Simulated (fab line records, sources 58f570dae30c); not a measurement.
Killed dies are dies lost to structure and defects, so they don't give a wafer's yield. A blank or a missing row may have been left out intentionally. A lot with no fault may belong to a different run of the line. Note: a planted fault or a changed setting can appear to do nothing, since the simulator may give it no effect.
The tool behind it: which one? / flow berkeley_cmos170 / 15 lots with 45 wafers sampled at 5 steps, on a route of 331 steps

== WHAT EACH GAUGE READ, for each wafer ==
UCB170_NVT_TW_MEAS_09. Usual: NVT_TW gives 529 (standard deviation 5.5).
lot=L639; measured=day 7 08:09; on=film_metro-04; NVT_TW=535 535 534; flag=
lot=L640; measured=day 7 08:24; on=film_metro-01; NVT_TW=524 525 525; flag=
lot=L638; measured=day 7 08:39; on=film_metro-01; NVT_TW=525 523 525; flag=
lot=L644; measured=day 8 01:39; on=film_metro-03; NVT_TW=520 523 522; flag=
lot=L645; measured=day 8 12:57; on=film_metro-03; NVT_TW=520 523 522; flag=
lot=L647; measured=day 8 18:45; on=film_metro-01; NVT_TW=526 530 531; flag=
lot=L646; measured=day 8 18:59; on=film_metro-01; NVT_TW=529 530 528; flag=
lot=L648; measured=day 9 04:43; on=film_metro-01; NVT_TW=528 531 530; flag=
lot=L649; measured=day 9 04:55; on=film_metro-03; NVT_TW=523 523 518; flag=
lot=L651; measured=day 9 19:31; on=film_metro-03; NVT_TW=522 520 525; flag=
lot=L653; measured=day 10 05:01; on=film_metro-01; NVT_TW=614 611 612; flag=OFF
lot=L655; measured=day 10 15:15; on=film_metro-04; NVT_TW=617 617 617; flag=OFF
lot=L657; measured=day 11 00:30; on=film_metro-04; NVT_TW=623 619 620; flag=OFF
lot=L659; measured=day 11 14:21; on=film_metro-01; NVT_TW=529 530 529; flag=
lot=L660; measured=day 11 14:38; on=film_metro-04; NVT_TW=532 539 535; flag=

UCB170_M2_OVL_MEAS_16. Usual: M2_OVL gives 3 nm (standard deviation 5.5).
lot=L639; measured=day 9 14:49; on=overlay-02; M2_OVL (nm)=3 -6 4; flag=
lot=L640; measured=day 9 11:12; on=overlay-02; M2_OVL (nm)=4 7 10; flag=
lot=L638; measured=day 9 13:06; on=overlay-02; M2_OVL (nm)=2 7 0; flag=
lot=L644; measured=day 10 05:19; on=overlay-02; M2_OVL (nm)=5 6 7; flag=
lot=L645; measured=day 10 22:58; on=overlay-01; M2_OVL (nm)=1 5 8; flag=
lot=L647; measured=day 11 01:11; on=overlay-02; M2_OVL (nm)=-2 5 0; flag=
lot=L646; measured=day 11 00:52; on=overlay-01; M2_OVL (nm)=15 1 12; flag=
lot=L648; measured=day 11 00:13; on=overlay-01; M2_OVL (nm)=-4 -10 -5; flag=
lot=L649; measured=day 11 02:07; on=overlay-01; M2_OVL (nm)=4 6 1; flag=
lot=L651; measured=day 12 01:46; on=overlay-02; M2_OVL (nm)=5 17 17; flag=
lot=L653; measured=day 12 09:23; on=overlay-02; M2_OVL (nm)=2 -7 5; flag=
lot=L655; measured=day 12 15:31; on=overlay-02; M2_OVL (nm)=1 -5 3; flag=
lot=L657; measured=day 13 06:52; on=overlay-02; M2_OVL (nm)=-2 2 6; flag=
lot=L659; measured=day 13 17:46; on=overlay-01; M2_OVL (nm)=5 6 3; flag=
lot=L660; measured=day 13 22:43; on=overlay-01; M2_OVL (nm)=5 7 8; flag=

UCB170_M2_CD_MEAS_90 targets a cd of 700 nm. Usual: cd_nm at 700.9 nm, with a standard deviation of 2.7.
lot=L639; measured=day 9 15:11; on=cd_sem-02; cd_nm (nm)=701.1 702.5 698.1; flag=
lot=L640; measured=day 9 11:34; on=cd_sem-02; cd_nm (nm)=698.2 697.4 697.1; flag=
lot=L638; measured=day 9 13:28; on=cd_sem-02; cd_nm (nm)=702.0 703.2 698.5; flag=
lot=L644; measured=day 10 05:56; on=cd_sem-02; cd_nm (nm)=702.7 703.1 703.5; flag=
lot=L645; measured=day 10 23:21; on=cd_sem-02; cd_nm (nm)=700.1 699.4 699.3; flag=
lot=L647; measured=day 11 01:38; on=cd_sem-02; cd_nm (nm)=702.3 703.6 700.9; flag=
lot=L646; measured=day 11 01:15; on=cd_sem-02; cd_nm (nm)=697.2 698.1 699.4; flag=
lot=L648; measured=day 11 00:38; on=cd_sem-01; cd_nm (nm)=699.3 700.7 703.2; flag=
lot=L649; measured=day 11 02:29; on=cd_sem-02; cd_nm (nm)=699.8 698.5 697.6; flag=
lot=L651; measured=day 12 02:08; on=cd_sem-01; cd_nm (nm)=693.7 694.7 696.3; flag=
lot=L653; measured=day 12 09:46; on=cd_sem-02; cd_nm (nm)=704.2 700.3 704.6; flag=
lot=L655; measured=day 12 15:53; on=cd_sem-01; cd_nm (nm)=706.4 704.1 703.9; flag=
lot=L657; measured=day 13 07:14; on=cd_sem-02; cd_nm (nm)=701.3 700.2 703.0; flag=
lot=L659; measured=day 13 18:09; on=cd_sem-01; cd_nm (nm)=702.7 702.5 698.7; flag=
lot=L660; measured=day 13 23:16; on=cd_sem-02; cd_nm (nm)=700.8 703.8 702.9; flag=

== WHAT TOOL EACH LOT RAN ON (gives the tool, then ch and the chambers of the sampled wafers, and finally the start) ==
lot=L639; UCB170_NVT_IMPLANT_07=implanter-02 ch 0, day 7 07:54; UCB170_M2_ETCH_17=rie_diel-01 ch 0,2,3, day 9 14:51
lot=L640; UCB170_NVT_IMPLANT_07=implanter-01 ch 0, day 7 08:09; UCB170_M2_ETCH_17=rie_diel-01 ch 1,2, day 9 11:14
lot=L638; UCB170_NVT_IMPLANT_07=implanter-02 ch 0, day 7 08:24; UCB170_M2_ETCH_17=rie_diel-04 ch 1,2,3, day 9 13:08
lot=L644; UCB170_NVT_IMPLANT_07=implanter-01 ch 0, day 8 01:26; UCB170_M2_ETCH_17=rie_diel-04 ch 0,1,2, day 10 05:20
lot=L645; UCB170_NVT_IMPLANT_07=implanter-04 ch 0, day 8 12:43; UCB170_M2_ETCH_17=rie_diel-01 ch 0,1,3, day 10 23:00
lot=L647; UCB170_NVT_IMPLANT_07=implanter-01 ch 0, day 8 18:30; UCB170_M2_ETCH_17=rie_diel-01 ch 2,3, day 11 01:13
lot=L646; UCB170_NVT_IMPLANT_07=implanter-04 ch 0, day 8 18:45; UCB170_M2_ETCH_17=rie_diel-02 ch 0,1, day 11 00:54
lot=L648; UCB170_NVT_IMPLANT_07=implanter-01 ch 0, day 9 04:31; UCB170_M2_ETCH_17=rie_diel-01 ch 0,1, day 11 00:14
lot=L649; UCB170_NVT_IMPLANT_07=implanter-04 ch 0, day 9 04:40; UCB170_M2_ETCH_17=rie_diel-01 ch 0,2, day 11 02:09
lot=L651; UCB170_NVT_IMPLANT_07=implanter-04 ch 0, day 9 19:16; UCB170_M2_ETCH_17=rie_diel-04 ch 0,2,3, day 12 01:47
lot=L653; UCB170_NVT_IMPLANT_07=implanter-04 ch 0, day 10 04:46; UCB170_M2_ETCH_17=rie_diel-01 ch 0,1,2, day 12 09:25
lot=L655; UCB170_NVT_IMPLANT_07=implanter-04 ch 0, day 10 15:00; UCB170_M2_ETCH_17=rie_diel-01 ch 0,1,3, day 12 15:33
lot=L657; UCB170_NVT_IMPLANT_07=implanter-04 ch 0, day 11 00:15; UCB170_M2_ETCH_17=rie_diel-04 ch 1,2,3, day 13 06:54
lot=L659; UCB170_NVT_IMPLANT_07=implanter-02 ch 0, day 11 14:08; UCB170_M2_ETCH_17=rie_diel-04 ch 1,2,3, day 13 17:47
lot=L660; UCB170_NVT_IMPLANT_07=implanter-01 ch 0, day 11 14:24; UCB170_M2_ETCH_17=rie_diel-04 ch 1,2, day 13 22:44
- UCB170_NVT_IMPLANT_07
- UCB170_M2_ETCH_17: etches BARC in N2/H2.

== WHAT THE TOOLS THEMSELVES READ (means of the sampled wafers that have a number; where no wafer has one, the mark that the record gives instead) ==
UCB170_NVT_IMPLANT_07. Usual: dose_ions_cm2 3e+12, standard deviation 3.8e+09; faraday_current_uA 9.50, standard deviation 0.18.
lot=L639 tool=implanter-02 dose_ions_cm2=3e+12 faraday_current_uA=9.70 flag=
lot=L640 tool=implanter-01 dose_ions_cm2=3e+12 faraday_current_uA=9.33 flag=
lot=L638 tool=implanter-02 dose_ions_cm2=3e+12 faraday_current_uA=9.46 flag=
lot=L644 tool=implanter-01 dose_ions_cm2=3e+12 faraday_current_uA=9.45 flag=
lot=L645 tool=implanter-04 dose_ions_cm2=3e+12 faraday_current_uA=9.46 flag=
lot=L647 tool=implanter-01 dose_ions_cm2=3e+12 faraday_current_uA=9.49 flag=
lot=L646 tool=implanter-04 dose_ions_cm2=3e+12 faraday_current_uA=9.61 flag=
lot=L648 tool=implanter-01 dose_ions_cm2=3e+12 faraday_current_uA=9.69 flag=
lot=L649 tool=implanter-04 dose_ions_cm2=3e+12 faraday_current_uA=9.44 flag=
lot=L651 tool=implanter-04 dose_ions_cm2=3e+12 faraday_current_uA=9.46 flag=
lot=L653 tool=implanter-04 dose_ions_cm2=5e+12 faraday_current_uA=15.21 flag=OFF
lot=L655 tool=implanter-04 dose_ions_cm2=5e+12 faraday_current_uA=14.92 flag=OFF
lot=L657 tool=implanter-04 dose_ions_cm2=5e+12 faraday_current_uA=15.05 flag=OFF
lot=L659 tool=implanter-02 dose_ions_cm2=3e+12 faraday_current_uA=9.37 flag=
lot=L660 tool=implanter-01 dose_ions_cm2=3e+12 faraday_current_uA=9.59 flag=

UCB170_M2_ETCH_17. Usual: drypump_motor_current_A 5.5 A, standard deviation 0.44; oes_product_au 0.999 a.u., standard deviation 0.016; throttle_valve_pct 13.30 %, standard deviation 0.16.
lot=L639; tool=rie_diel-01; drypump_motor_current_A (A)=5.6; oes_product_au (a.u.)=0.990; throttle_valve_pct (%)=13.45; flag=
lot=L640; tool=rie_diel-01; drypump_motor_current_A (A)=5.0; oes_product_au (a.u.)=0.994; throttle_valve_pct (%)=13.44; flag=
lot=L638; tool=rie_diel-04; drypump_motor_current_A (A)=5.6; oes_product_au (a.u.)=0.997; throttle_valve_pct (%)=13.16; flag=
lot=L644; tool=rie_diel-04; drypump_motor_current_A (A)=5.6; oes_product_au (a.u.)=1.001; throttle_valve_pct (%)=13.14; flag=
lot=L645; tool=rie_diel-01; drypump_motor_current_A (A)=5.7; oes_product_au (a.u.)=0.996; throttle_valve_pct (%)=13.41; flag=
lot=L647; tool=rie_diel-01; drypump_motor_current_A (A)=5.2; oes_product_au (a.u.)=0.994; throttle_valve_pct (%)=13.47; flag=
lot=L646; tool=rie_diel-02; drypump_motor_current_A (A)=6.2; oes_product_au (a.u.)=1.018; throttle_valve_pct (%)=13.12; flag=
lot=L648; tool=rie_diel-01; drypump_motor_current_A (A)=5.8; oes_product_au (a.u.)=0.991; throttle_valve_pct (%)=13.42; flag=
lot=L649; tool=rie_diel-01; drypump_motor_current_A (A)=5.6; oes_product_au (a.u.)=0.994; throttle_valve_pct (%)=13.44; flag=
lot=L651; tool=rie_diel-04; drypump_motor_current_A (A)=5.4; oes_product_au (a.u.)=0.984; throttle_valve_pct (%)=13.20; flag=
lot=L653; tool=rie_diel-01; drypump_motor_current_A (A)=5.4; oes_product_au (a.u.)=0.995; throttle_valve_pct (%)=13.42; flag=
lot=L655; tool=rie_diel-01; drypump_motor_current_A (A)=5.6; oes_product_au (a.u.)=0.995; throttle_valve_pct (%)=13.41; flag=
lot=L657; tool=rie_diel-04; drypump_motor_current_A (A)=5.6; oes_product_au (a.u.)=0.997; throttle_valve_pct (%)=13.15; flag=
lot=L659; tool=rie_diel-04; drypump_motor_current_A (A)=5.6; oes_product_au (a.u.)=0.998; throttle_valve_pct (%)=13.17; flag=
lot=L660; tool=rie_diel-04; drypump_motor_current_A (A)=5.8; oes_product_au (a.u.)=1.009; throttle_valve_pct (%)=13.08; flag=

== THE ANSWER, worked out from the rows above alone ==
Rule: lot off if the mean of its wafers having a number is beyond 3 standard deviations from the usual mean. A lot without any number at a reading at which 4 lots or more have one is off too. Where the step has rows for the other lots, those lots are counted as sound. First the gauges in route order, then the tools' own readings, where a lot's mean is used as printed above. At the first step where some lot is off, the reading lying furthest off is the one used; lots without a number count as furthest.
Off: at UCB170_NVT_TW_MEAS_09 (NVT_TW), L653, L655, L657.
If a tool, at a process step before that reading, ran all the lots that are off and no sound lot after the first of them, it fits. Not tried: the gauges at UCB170_NVT_TW_MEAS_09; whatever is off there is also off at UCB170_NVT_IMPLANT_07, on other tools, and gauge error can't account for it. One fits: implanter-04 at UCB170_NVT_IMPLANT_07. A fault onset in the window from L651 (day 9 19:16, its last sound lot) to L653 (day 10 04:46, its first lot off) fits.
The tool's own readings at UCB170_NVT_IMPLANT_07 bear it out: on the lots that are off they differ by more than 5 times the standard deviation of the sound lots' means. dose_ions_cm2 reads 5e+12 there against 3e+12 on the sound lots; faraday_current_uA reads 15.06 there against 9.50 on the sound lots.

== WHAT WAS PUT IN BY THE SIMULATOR ==
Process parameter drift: implanter-04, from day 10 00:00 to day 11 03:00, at UCB170_NVT_IMPLANT_07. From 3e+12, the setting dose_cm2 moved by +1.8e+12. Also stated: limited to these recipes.
Shown lots that were struck: L653, L655, L657. The rule above reached the same finding.
